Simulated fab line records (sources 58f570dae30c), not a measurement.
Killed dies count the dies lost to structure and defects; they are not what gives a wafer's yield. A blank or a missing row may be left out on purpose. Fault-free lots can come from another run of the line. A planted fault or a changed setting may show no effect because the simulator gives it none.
fab line records	flow berkeley-cmos170
[record] lots = 14	wafers = 42	last-day = 12
route steps=331 shown START@4 ZERO@12 WELLDRIVE@56 PVT@121
lots untouched by any fault: they come from a run of this same line in which no faults occurred
start-h: hours from the record's first day to the start of the lot's first wafer shown	wait-h: how many hours have passed since the lot's step before this one	" same as the row above	L1.1+2: a row that stands for several wafers	- either no value or no given start	* or withheld: withheld	< > ~ a bound
route shown NAME@n: NAME is a module with steps in the file, n the number in the route of the first one	usual: mean/standard deviation taken from wafers without a fault	same: alike in all rows	chamber/n: place in a boat	sites: the reading at each site	_std_site: standard deviation across them	_edge_site: outer sites' mean less inner sites'	radius-mm: for every site, how far away it sits from the centre of the wafer	mask NAME#n: copy n	behind: the last tool/chamber to shape the wafer	hold: the reason the lot was held/the length of the hold in hours/how it ended	device: transistor that didn't switch, given as n, p or np	end of line: at the end of the route, the tests of the same wafers	for a step that has no rows: nothing shown but its recipe	killed: at the first sort, the dies lost to defects and structure; wafer yield is something else	map: per-die view of a wafer (x killed, . not killed, _ where there is no die)
set.NAME: the setting as run; set.NAME@STEP: as run at that earlier step	model.NAME: the simulator's own value behind a step, which no gauge read
steps of the route over a sample of lots; a table a step, a row a wafer
services: the hour from which a tool's chamber was out of use, counted from the record's first day as start-h (under 0 if before that day), plus the number of hours and why
[[steps]]
[step UCB170_START_THK_MEAS_03]
[recipe] reads = SiO2_of_START_OXIDATION_02
[usual] START_OXIDE_THK = 19.9/0.35
lot.wafer	tool	chamber	start-h	wait-h	START_OXIDE_THK[nm]
L839.1	film-metro-03	-	14.50	0.0	19.7
L839.2	"	-	"	"	19.8
L839.5	"	-	"	"	19.7
L842.1	film-metro-01	-	32.06	0.0	20.1
L842.4	"	-	"	"	19.9
L842.5	"	-	"	"	20.0
L846.1	film-metro-01	-	52.84	0.0	19.5
L846.5	"	-	"	"	19.8
L846.6	"	-	"	"	19.9
L849.1	film-metro-01	-	65.54	0.0	19.1
L849.2	"	-	"	"	19.4
L849.5	"	-	"	"	19.1
L850.2	film-metro-02	-	71.01	0.0	20.3
L850.3	"	-	"	"	20.5
L850.5	"	-	"	"	20.5
L851.2	film-metro-02	-	77.22	0.0	19.5
L851.3	"	-	"	"	19.7
L851.4	"	-	"	"	19.6
L854.1	film-metro-03	-	89.61	0.0	20.1
L854.3	"	-	"	"	20.1
L854.4	"	-	"	"	20.0
L855.3	film-metro-02	-	98.21	0.0	19.9
L855.4	"	-	"	"	19.7
L855.5	"	-	"	"	19.9
L856.3	film-metro-03	-	98.21	0.0	19.2
L856.5	"	-	"	"	19.4
L856.6	"	-	"	"	19.2
L857.2	film-metro-01	-	110.45	0.0	19.7
L857.3	"	-	"	"	19.8
L857.6	"	-	"	"	19.6
L858.2	film-metro-02	-	110.45	0.0	20.0
L858.4	"	-	"	"	19.5
L858.6	"	-	"	"	19.7
L859.1	film-metro-01	-	115.88	0.0	20.6
L859.2	"	-	"	"	20.4
L859.6	"	-	"	"	20.4
L860.4	film-metro-03	-	119.65	0.0	20.1
L860.5	"	-	"	"	20.2
L860.6	"	-	"	"	20.5
L861.3	film-metro-03	-	123.73	0.0	20.0
L861.5	"	-	"	"	20.0
L861.6	"	-	"	"	20.0
[step UCB170_ZERO_ETCH_06]
[recipe] chemistry = CHF3/CF4/Ar	target = SiO2	time-s = 12	pressure-mtorr = 100	rf-w = 500	CHF3_flow_sccm = 50	cf4-flow-sccm = 10	Ar_flow_sccm = 120	over-etch-frac = 1.58
[usual] drypump-motor-current-A = 5.7/0.56	oes-product-au = 0.618/0.0086	rf-fwd-power-W = 492/3.1	throttle-valve-pct = 9.20/0.14
lot.wafer	tool	chamber	start-h	wait-h	drypump-motor-current-A	oes-product-au	rf-fwd-power-W	rf-hours-counter-h	throttle-valve-pct
L839.1	rie-diel-03	2	17.68	-	6.0	0.614	491	120	9.21
L839.2	"	0	"	"	6.2	0.606	492	160	9.41
L839.5	"	3	"	"	5.3	0.612	497	-	9.08
L842.1	rie-diel-02	3	36.33	-	5.9	0.609	492	19	9.40
L842.4	"	2	"	"	5.5	0.612	489	99	9.00
L842.5	"	1	"	"	5.7	0.635	490	-	9.27
L846.1	rie-diel-02	2	58.04	-	5.5	0.605	487	100	9.01
L846.5	"	1	"	"	5.7	0.631	491	-	9.26
L846.6	"	2	"	"	5.5	0.622	486	-	8.99
L849.1	rie-diel-04	2	71.95	-	5.6	0.604	492	67	9.06
L849.2	"	0	"	"	6.8	0.614	486	17	9.34
L849.5	"	3	"	"	5.5	0.622	488	-	9.25
L850.2	rie-diel-04	3	76.67	-	5.5	0.622	490	91	9.24
L850.3	"	2	"	"	5.6	0.612	490	67	9.06
L850.5	"	1	"	"	4.9	0.604	492	-	9.24
L851.2	rie-diel-04	3	84.68	-	5.5	0.619	490	92	9.23
L851.3	"	1	"	"	5.0	0.604	489	143	9.23
L851.4	"	2	"	"	5.6	0.612	496	67	9.07
L854.1	rie-diel-02	1	97.73	-	5.7	0.634	490	159	9.26
L854.3	"	3	"	"	5.9	0.606	491	22	9.42
L854.4	"	2	"	"	5.5	0.612	486	102	8.99
L855.3	rie-diel-03	2	109.39	-	5.9	0.613	492	124	9.23
L855.4	"	2	"	"	5.9	0.621	492	-	9.22
L855.5	"	3	"	"	5.3	0.614	495	-	9.07
L856.3	rie-diel-03	1	109.53	-	6.6	0.623	493	144	9.06
L856.5	"	1	"	"	6.6	0.622	496	-	9.05
L856.6	"	2	"	"	5.9	0.629	492	-	9.21
L858.2	rie-diel-03	2	118.18	-	5.9	0.623	491	124	9.21
L858.4	"	2	"	"	5.9	0.617	491	-	9.23
L858.6	"	1	"	"	6.6	0.637	497	-	9.04
L857.2	rie-diel-02	1	119.62	-	5.7	0.637	491	160	9.27
L857.3	"	3	"	"	5.9	0.604	487	23	9.43
L857.6	"	2	"	"	5.5	0.627	486	-	9.00
L859.1	rie-diel-03	3	121.80	-	5.3	0.617	499	129	9.09
L859.2	"	2	"	"	5.9	0.613	493	124	9.22
L859.6	"	2	"	"	6.0	0.622	491	-	9.23
L860.4	rie-diel-03	3	123.84	-	5.3	0.623	496	129	9.06
L860.5	"	2	"	"	5.9	0.623	494	-	9.23
L860.6	"	3	"	"	5.3	0.615	497	-	9.09
L861.3	rie-diel-02	3	129.54	-	5.9	0.609	491	23	9.42
L861.5	"	3	"	"	5.9	0.598	493	-	9.44
L861.6	"	0	"	"	4.8	0.628	491	-	9.23
[step UCB170_WELLDRIVE_OXIDATION_01]
[recipe] temp-c = 1100	ambient = O2	target-thk-a = 1990	ox-time-s = 9000
[usual] spike-tc-centre-C = 1102.7/1.1	spike-tc-load-C = 1128.9/1.8	spike-tc-source-C = 1125.5/1.5	tube-center-temp-C = 1100.0/0.11	tube_center_temp_C_max = 1102.9/0.46
lot.wafer	tool	chamber	start-h	wait-h	spike-tc-centre-C	spike-tc-load-C	spike-tc-source-C	tube-center-temp-C	tube_center_temp_C_max
L839.1	furnace-02	0	49.53	2.7	1103.0	1127.9	1123.1	1100.0	1103.0
L839.2	"	0	"	"	1102.1	1128.5	1125.6	1100.2	1102.8
L839.5	"	0	"	"	1104.5	1129.1	1123.1	1100.3	1102.9
L842.1	furnace-02	0	74.80	2.2	1103.2	1127.2	1126.3	1100.3	1102.7
L842.4	"	0	"	"	1102.0	1128.7	1125.2	1100.0	1102.8
L842.5	"	0	"	"	1102.1	1128.4	1124.9	1100.1	1103.2
L846.1	furnace-01	0	102.02	7.0	1101.8	1131.3	1126.1	1100.2	1103.4
L846.5	"	0	"	"	1104.1	1130.0	1123.7	1100.1	1102.3
L846.6	"	0	"	"	1103.0	1131.0	1127.5	1099.9	1102.8
L849.1	furnace-01	0	125.21	3.3	1120.6	1150.4	1146.7	1120.0	1122.7
L849.2	"	0	"	"	1121.1	1150.4	1145.5	1119.8	1122.1
L849.5	"	0	"	"	1123.3	1151.8	1145.9	1119.9	1122.9
L850.2	furnace-01	0	125.21	3.3	1121.4	1151.3	1146.2	1119.8	1122.2
L850.3	"	0	"	"	1124.0	1151.6	1146.9	1120.0	1122.6
L850.5	"	0	"	"	1122.5	1149.9	1147.3	1120.1	1122.5
L851.2	furnace-02	0	131.99	2.1	1102.1	1125.7	1124.6	1099.9	1102.7
L851.3	"	0	"	"	1103.7	1127.7	1125.7	1099.9	1102.4
L851.4	"	0	"	"	1103.9	1128.1	1124.4	1100.2	1102.7
L854.1	furnace-03	0	139.26	2.2	1102.2	1128.6	1125.8	1100.0	1103.8
L854.3	"	0	"	"	1104.5	1129.4	1127.3	1100.1	1102.0
L854.4	"	0	"	"	1102.9	1129.2	1127.3	1100.1	1102.6
L855.3	furnace-02	0	148.60	2.8	1102.0	1126.8	1124.9	1099.9	1102.7
L855.4	"	0	"	"	1102.0	1127.3	1125.0	1099.9	1103.4
L855.5	"	0	"	"	1103.0	1129.6	1126.0	1099.9	1102.9
L856.3	furnace-02	0	148.60	2.8	1103.1	1129.1	1124.8	1100.0	1103.1
L856.5	"	0	"	"	1102.4	1129.1	1125.2	1100.0	1102.7
L856.6	"	0	"	"	1101.8	1127.8	1125.5	1100.0	1103.1
L857.2	furnace-02	0	157.45	3.1	1102.4	1125.9	1124.9	1100.0	1102.5
L857.3	"	0	"	"	1104.6	1127.8	1125.2	1100.0	1102.5
L857.6	"	0	"	"	1101.7	1125.9	1124.6	1100.0	1102.4
L858.2	furnace-02	0	160.95	1.8	1103.9	1127.3	1122.8	1100.0	1102.3
L858.4	"	0	"	"	1102.8	1127.6	1126.6	1099.9	1102.8
L858.6	"	0	"	"	1101.0	1129.0	1124.5	1099.9	1103.1
L860.4	furnace-02	0	160.95	1.6	1103.0	1127.7	1123.8	1099.9	1102.2
L860.5	"	0	"	"	1103.1	1127.4	1123.3	1099.9	1102.4
L860.6	"	0	"	"	1103.8	1126.8	1123.0	1100.1	1102.4
L859.1	furnace-02	0	164.45	3.0	1103.1	1126.0	1124.3	1100.0	1102.5
L859.2	"	0	"	"	1102.9	1127.5	1126.0	1100.2	1102.9
L859.6	"	0	"	"	1102.1	1125.9	1123.9	1100.0	1102.9
L861.3	furnace-02	0	169.20	2.7	1103.1	1128.3	1124.1	1099.9	1102.0
L861.5	"	0	"	"	1102.9	1131.6	1126.1	1100.0	1102.1
L861.6	"	0	"	"	1102.1	1128.3	1127.2	1100.0	1102.7
[step UCB170_WELLDRIVE_THK_MEAS_02]
[recipe] reads = SiO2_of_WELLDRIVE_OXIDATION_01
[usual] WELLDRIVE_OXIDE_THK = 199/3.1
lot.wafer	tool	chamber	start-h	wait-h	hold	WELLDRIVE_OXIDE_THK[nm]
L839.1	film-metro-01	-	53.03	0.0	-	203
L839.2	"	-	"	"	-	201
L839.5	"	-	"	"	-	200
L842.1	film-metro-01	-	78.30	0.0	-	203
L842.4	"	-	"	"	-	201
L842.5	"	-	"	"	-	201
L846.1	film-metro-01	-	105.52	0.0	-	200
L846.5	"	-	"	"	-	200
L846.6	"	-	"	"	-	202
L849.1	film-metro-03	-	128.71	0.0	await-dispo/0.2h/release	219
L849.2	"	-	"	"	await-dispo/0.2h/release	217
L849.5	"	-	"	"	await-dispo/0.2h/release	219
L849.1	film-metro-03	-	128.93	0.2	-	219
L849.2	"	-	"	"	-	217
L849.5	"	-	"	"	-	219
L850.2	film-metro-04	-	128.72	0.0	await-dispo/0.2h/release	213
L850.3	"	-	"	"	await-dispo/0.2h/release	215
L850.5	"	-	"	"	await-dispo/0.2h/release	219
L850.2	film-metro-04	-	128.94	0.2	-	213
L850.3	"	-	"	"	-	215
L850.5	"	-	"	"	-	219
L851.2	film-metro-01	-	135.50	0.0	-	203
L851.3	"	-	"	"	-	198
L851.4	"	-	"	"	-	203
L854.1	film-metro-04	-	142.76	0.0	-	199
L854.3	"	-	"	"	-	197
L854.4	"	-	"	"	-	200
L855.3	film-metro-04	-	152.12	0.0	-	196
L855.4	"	-	"	"	-	196
L855.5	"	-	"	"	-	196
L856.3	film-metro-03	-	152.12	0.0	-	201
L856.5	"	-	"	"	-	199
L856.6	"	-	"	"	-	199
L857.2	film-metro-03	-	160.96	0.0	-	193
L857.3	"	-	"	"	-	195
L857.6	"	-	"	"	-	194
L858.2	film-metro-04	-	164.46	0.0	-	201
L858.4	"	-	"	"	-	203
L858.6	"	-	"	"	-	204
L860.4	film-metro-03	-	164.48	0.0	-	199
L860.5	"	-	"	"	-	198
L860.6	"	-	"	"	-	201
L859.1	film-metro-04	-	167.95	0.0	-	207
L859.2	"	-	"	"	-	201
L859.6	"	-	"	"	-	201
L861.3	film-metro-04	-	172.72	0.0	-	205
L861.5	"	-	"	"	-	202
L861.6	"	-	"	"	-	201
[step UCB170_PVT_OVL_MEAS_06]
[usual] PVT_OVL = 2/5.5
lot.wafer	tool	chamber	start-h	wait-h	PVT_OVL[nm]
L839.1	overlay-02	-	120.80	-	-9
L839.2	"	-	"	"	-11
L839.5	"	-	"	"	-9
L842.1	overlay-01	-	133.12	-	-6
L842.4	"	-	"	"	1
L842.5	"	-	"	"	-8
L846.1	overlay-02	-	162.19	-	-9
L846.5	"	-	"	"	-3
L846.6	"	-	"	"	-4
L851.2	overlay-01	-	180.59	-	10
L851.3	"	-	"	"	9
L851.4	"	-	"	"	9
L849.1	overlay-01	-	181.07	-	2
L849.2	"	-	"	"	6
L849.5	"	-	"	"	6
L850.2	overlay-01	-	181.35	-	1
L850.3	"	-	"	"	0
L850.5	"	-	"	"	0
L854.1	overlay-02	-	191.59	-	1
L854.3	"	-	"	"	3
L854.4	"	-	"	"	7
L855.3	overlay-01	-	206.34	-	7
L855.4	"	-	"	"	8
L855.5	"	-	"	"	-6
L856.3	overlay-02	-	206.35	-	9
L856.5	"	-	"	"	6
L856.6	"	-	"	"	7
L857.2	overlay-01	-	214.71	-	-5
L857.3	"	-	"	"	0
L857.6	"	-	"	"	0
L861.3	overlay-01	-	219.75	-	7
L861.5	"	-	"	"	8
L861.6	"	-	"	"	4
L860.4	overlay-02	-	219.76	-	9
L860.5	"	-	"	"	6
L860.6	"	-	"	"	0
L859.1	overlay-02	-	220.29	-	7
L859.2	"	-	"	"	12
L859.6	"	-	"	"	12
L858.2	overlay-01	-	220.47	-	-3
L858.4	"	-	"	"	-1
L858.6	"	-	"	"	4
[[services]]
tool	chamber	start-h	hours	kind
furnace-02	-	1.59	3.6	repair
furnace-03	-	22.50	4.1	pm
rie-diel-04	0	22.95	12.1	repair
furnace-03	-	32.06	6.9	pm
rie-diel-04	-	36.05	2.8	pm
furnace-03	-	87.76	44.6	pm
rie-diel-03	-	91.62	0.4	repair
rie-diel-03	0	94.68	-	clean
rie-diel-03	0	94.68	28.8	scheduled-down
rie-diel-03	0	94.68	28.8	vent-cycle
furnace-02	-	108.53	2.9	pm
rie-diel-02	1	123.61	-	clean
rie-diel-02	1	123.61	20.2	scheduled-down
rie-diel-02	1	123.61	20.2	vent-cycle
rie-diel-02	2	139.37	2.4	repair
rie-diel-02	-	142.58	0.1	repair
furnace-02	-	143.49	3.4	pm
rie-diel-02	0	143.66	12.6	repair
furnace-01	-	148.81	3.3	pm
[[key]]
[first-sign] step = UCB170_WELLDRIVE_OXIDATION_01	reading = tube-center-temp-C	direction = up	sigmas = 99+	usual = *	struck = *
[effect] step = UCB170_WELLDRIVE_OXIDATION_01	reading = tube_center_temp_C_max	direction = up	sigmas = 43	usual = *	struck = *
[effect] step = UCB170_WELLDRIVE_THK_MEAS_02	reading = visit	direction = added
[effect] step = UCB170_WELLDRIVE_THK_MEAS_02	reading = WELLDRIVE_OXIDE_THK	direction = up	sigmas = 5.9	usual = 199	struck = 217
met-at UCB170_WELLDRIVE_OXIDATION_01
struck-lots L849,L850
tester-left-out L849,L850
not-acting-at UCB170_START_THK_MEAS_03,UCB170_ZERO_ETCH_06,UCB170_PVT_OVL_MEAS_06
onset-between 102.02 125.21
[fault] kind = process-parameter-drift	tool = furnace-01	chamber = -	onset-h = 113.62	steps = UCB170_WELLDRIVE_OXIDATION_01	channel = temp-c	offset = *	shape = step	end-h = 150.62	acts-in = *	stated = *
// tester-left-out: of these lots the tester's yield and bins aren't shown, on N5 and GAA mostly nor the transistor test; their killed dies are dies lost to structure and defects alone, not to doping, threshold or leakage, so they don't give the yield
